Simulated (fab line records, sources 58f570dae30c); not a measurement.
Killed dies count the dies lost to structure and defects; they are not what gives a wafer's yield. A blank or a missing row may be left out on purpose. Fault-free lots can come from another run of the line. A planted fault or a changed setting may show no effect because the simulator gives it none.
Which tool did it?	flow berkeley cmos170	14 lots with 42 wafers sampled at 6 steps, on a route of 331 steps

WHAT THE GAUGES SHOWED, per wafer
UCB170_NWELL_THK_MEAS_05.
lot	measured	on	NWELL_NITRIDE_THK (nm)
L975	day 2 05:27	film metro-01	222.4 221.4 224.3
L976	day 2 16:20	film metro-03	221.6 221.7 222.2
L977	day 2 23:46	film metro-03	220.6 223.2 221.6
L978	day 3 04:16	film metro-02	223.1 223.5 223.1
L979	day 3 12:21	film metro-01	223.0 222.3 220.2
L980	day 3 12:21	film metro-03	220.1 220.9 223.2
L981	day 3 20:51	film metro-01	221.0 224.3 223.0
L984	day 4 05:47	film metro-01	222.7 222.2 222.8
L990	day 5 18:08	film metro-03	223.9 223.7 224.2
L991	day 5 18:08	film metro-02	223.6 222.1 223.4
L993	day 6 01:21	film metro-02	226.1 225.7 224.0
L994	day 6 09:19	film metro-01	226.0 227.2 225.7
L996	day 6 22:47	film metro-01	223.5 224.6 223.9
L998	day 7 10:31	film metro-01	224.5 224.8 222.3

UCB170_ACTIVE_THK_MEAS_06.
lot	measured	on	ACTIVE_NITRIDE_THK (nm)
L975	day 4 08:42	film metro-02	220.8 219.4 219.6
L976	day 5 05:18	film metro-04	218.7 219.7 217.3
L977	day 5 09:16	film metro-03	218.9 218.9 219.7
L978	day 5 09:16	film metro-02	224.4 221.7 222.6
L979	day 5 15:33	film metro-03	265.1 263.4 264.1
L980	day 5 15:33	film metro-02	268.6 267.7 269.2
L981	day 6 06:46	film metro-03	221.4 220.9 220.9
L984	day 6 15:06	film metro-03	216.3 214.9 217.0
L990	day 7 22:20	film metro-02	221.3 217.9 220.2
L991	day 7 22:21	film metro-03	218.6 218.7 217.2
L993	day 8 14:12	film metro-02	217.8 219.8 219.4
L994	day 9 02:54	film metro-02	218.4 218.5 219.2
L996	day 9 02:54	film metro-04	222.9 222.6 222.2
L998	day 9 12:01	film metro-04	221.4 221.5 218.8

UCB170_PFIELD_OVL_MEAS_06.
lot	measured	on	PFIELD_OVL (nm)
L975	day 4 12:53	overlay-01	3 12 10
L976	day 5 08:24	overlay-01	4 12 7
L977	day 5 14:17	overlay-02	-4 -3 3
L978	day 5 14:34	overlay-02	-5 -1 -6
L981	day 6 12:21	overlay-01	8 8 7
L984	day 6 19:31	overlay-02	-1 12 11
L990	day 8 02:19	overlay-02	-11 -6 -4
L991	day 8 02:35	overlay-01	4 3 6
L993	day 8 16:44	overlay-01	-3 -3 1
L994	day 9 06:55	overlay-02	-8 -2 -8
L996	day 9 07:15	overlay-02	-1 3 5
L998	day 9 15:14	overlay-02	-4 0 5

EACH LOT AND THE TOOL THAT RAN IT (in order: tool; ch and the chambers of the sampled wafers; start)
lot	UCB170_PWELL_ETCH_14	UCB170_ACTIVE_CVD_05	UCB170_ACTIVE_ETCH_15
L975	rie diel-04 ch 0,3, day 3 03:24	lpcvd-02 ch 0, day 4 06:46	rie diel-01 ch 0,1,3, day 4 09:44
L976	rie diel-03 ch 1,2,3, day 3 14:20	lpcvd-02 ch 0, day 5 03:23	rie diel-04 ch 1,2, day 5 06:29
L977	rie diel-02 ch 0,2,3, day 3 21:56	lpcvd-01 ch 0, day 5 07:20	rie diel-04 ch 0,1,3, day 5 10:45
L978	rie diel-03 ch 0,1,3, day 3 22:07	lpcvd-01 ch 1, day 5 07:20	rie diel-04 ch 1,2,3, day 5 10:28
L979	rie diel-04 ch 0,1,3, day 4 07:32	lpcvd-01 ch 1, day 5 13:38	rie diel-02 ch 0,1,2, day 5 16:37
L980	rie diel-02 ch 1,3, day 4 07:47	lpcvd-01 ch 1, day 5 13:38	rie diel-02 ch 2,3, day 5 16:55
L981	rie diel-03 ch 0,1,2, day 4 23:40	lpcvd-02 ch 0, day 6 04:51	rie diel-04 ch 0,1,3, day 6 08:18
L984	rie diel-03 ch 0,1,3, day 5 08:01	lpcvd-02 ch 1, day 6 13:11	rie diel-02 ch 0,1,2, day 6 16:43
L990	rie diel-04 ch 0,1,2, day 6 15:11	lpcvd-02 ch 0, day 7 20:25	rie diel-02 ch 0,3, day 8 00:04
L991	rie diel-03 ch 1,2, day 6 15:25	lpcvd-02 ch 1, day 7 20:25	rie diel-01 ch 1,2, day 8 00:37
L993	rie diel-02 ch 0,2,3, day 7 01:26	lpcvd-02 ch 0, day 8 12:17	rie diel-04 ch 1,3, day 8 15:16
L994	rie diel-03 ch 0,1,2, day 7 13:20	lpcvd-02 ch 0, day 9 00:00	rie diel-01 ch 1,2,3, day 9 04:30
L996	rie diel-04 ch 1,3, day 7 17:17	lpcvd-02 ch 0, day 9 00:00	rie diel-04 ch 0,1,3, day 9 05:11
L998	rie diel-02 ch 0,1,2, day 8 04:37	lpcvd-02 ch 0, day 9 10:05	rie diel-02 ch 0,1, day 9 13:23
- UCB170_PWELL_ETCH_14: etches Si3N4 in CH3F/Ar/O2, stops on SiO2, target depth 242 nm, time 151 s.
- UCB170_ACTIVE_CVD_05: deposits Si3N4 from SiH2Cl2/NH3, target thk 220 nm, time 3300 s.
- UCB170_ACTIVE_ETCH_15: etches Si3N4 in CH3F/Ar/O2, stops on SiO2, target depth 242 nm, time 151 s.

WHAT THE TOOLS THEMSELVES READ (means of the sampled wafers that have a number; where no wafer has one, the mark that the record gives instead)
UCB170_PWELL_ETCH_14.
lot	tool	drypump motor current A (A)	oes product au (a.u.)	throttle valve pct (%)
L975	rie diel-04	5.29	0.952	7.99
L976	rie diel-03	5.59	0.948	8.03
L977	rie diel-02	5.72	0.948	8.00
L978	rie diel-03	5.43	0.939	8.01
L979	rie diel-04	5.44	0.946	8.00
L980	rie diel-02	5.89	0.943	8.02
L981	rie diel-03	5.46	0.960	8.14
L984	rie diel-03	5.41	0.953	8.00
L990	rie diel-04	5.42	0.959	8.03
L991	rie diel-03	5.65	0.960	8.18
L993	rie diel-02	5.73	0.950	8.01
L994	rie diel-03	5.46	0.951	8.15
L996	rie diel-04	5.39	0.957	7.99
L998	rie diel-02	5.73	0.944	8.01

UCB170_ACTIVE_CVD_05.
lot	tool	spike tc centre C (C)	spike tc load C (C)	susceptor temp C (C)
L975	lpcvd-02	799.6	821.7	800.3
L976	lpcvd-02	801.8	821.1	799.8
L977	lpcvd-01	801.8	821.8	799.6
L978	lpcvd-01	803.6	823.5	800.2
L979	lpcvd-01	815.6	833.9	811.0
L980	lpcvd-01	815.5	833.8	811.1
L981	lpcvd-02	800.6	821.1	799.8
L984	lpcvd-02	803.1	825.5	799.8
L990	lpcvd-02	800.5	821.4	799.3
L991	lpcvd-02	803.7	825.6	800.3
L993	lpcvd-02	801.8	820.7	800.2
L994	lpcvd-02	799.1	821.6	800.2
L996	lpcvd-02	801.6	822.1	799.7
L998	lpcvd-02	800.4	821.9	800.2

UCB170_ACTIVE_ETCH_15.
lot	tool	drypump motor current A (A)	oes product au (a.u.)	throttle valve pct (%)
L975	rie diel-01	5.41	0.932	8.04
L976	rie diel-04	5.53	0.938	8.02
L977	rie diel-04	5.46	0.944	7.99
L978	rie diel-04	5.37	0.956	8.03
L979	rie diel-02	5.73	0.997	8.00
L980	rie diel-02	5.85	1.014	8.01
L981	rie diel-04	5.46	0.950	8.00
L984	rie diel-02	5.71	0.929	7.99
L990	rie diel-02	5.79	0.944	8.03
L991	rie diel-01	5.76	0.940	8.02
L993	rie diel-04	5.56	0.934	7.99
L994	rie diel-01	5.57	0.936	7.94
L996	rie diel-04	5.45	0.947	7.99
L998	rie diel-02	5.70	0.940	8.01

THE ANSWER, worked out from the rows above alone
Rule: what is usual is taken from the lots themselves. Put in order of their means at a reading, lots are off if they are a third of the lots or fewer, leave a main group of 4 or more, and stand apart from it by a gap of 3 or more times the standard deviation of the main group's means; of several such gaps the widest counts. A main group whose means are all the same, to the digits that the tables above print for the reading, isn't used. A lot without any number at a reading at which 4 lots or more have one is off too. All remaining lots with rows at the step are treated as sound. The gauges are gone through in route order, then the tools' own readings, and for those a lot's mean is taken as printed above. At the first step where some lot is off, the reading lying furthest off is the one used; lots without a number count as furthest.
Off: L979, L980, seen at UCB170_ACTIVE_THK_MEAS_06 (ACTIVE_NITRIDE_THK). The main group has a mean of 219.7 nm with a standard deviation of 1.8.
A tool fits if, at a process step before that reading, it ran every lot that is off, and no sound lot after the first of them. The gauges at UCB170_ACTIVE_THK_MEAS_06 aren't tried: what is off there is off at UCB170_ACTIVE_CVD_05 too, on other tools, and a gauge's error can't cause that. One fits: lpcvd-01 at UCB170_ACTIVE_CVD_05. A fault onset in the window from L977 (day 5 07:20, its last sound lot) to L979 (day 5 13:38, its first lot off) fits.
The tool's own readings at UCB170_ACTIVE_CVD_05 bear it out: on the lots that are off they differ by more than 5 times the standard deviation of the sound lots' means. spike tc centre C reads 815.5 C there against 801.5 C on the sound lots; spike tc load C reads 833.8 C there against 822.3 C on the sound lots; susceptor temp C reads 811.0 C there against 800.0 C on the sound lots.

WHAT THE SIMULATOR HAD INSERTED
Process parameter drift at UCB170_ACTIVE_CVD_05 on lpcvd-01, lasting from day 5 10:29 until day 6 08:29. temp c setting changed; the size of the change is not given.
Shown lots that were struck: L979, L980. The same result came from the rule above.
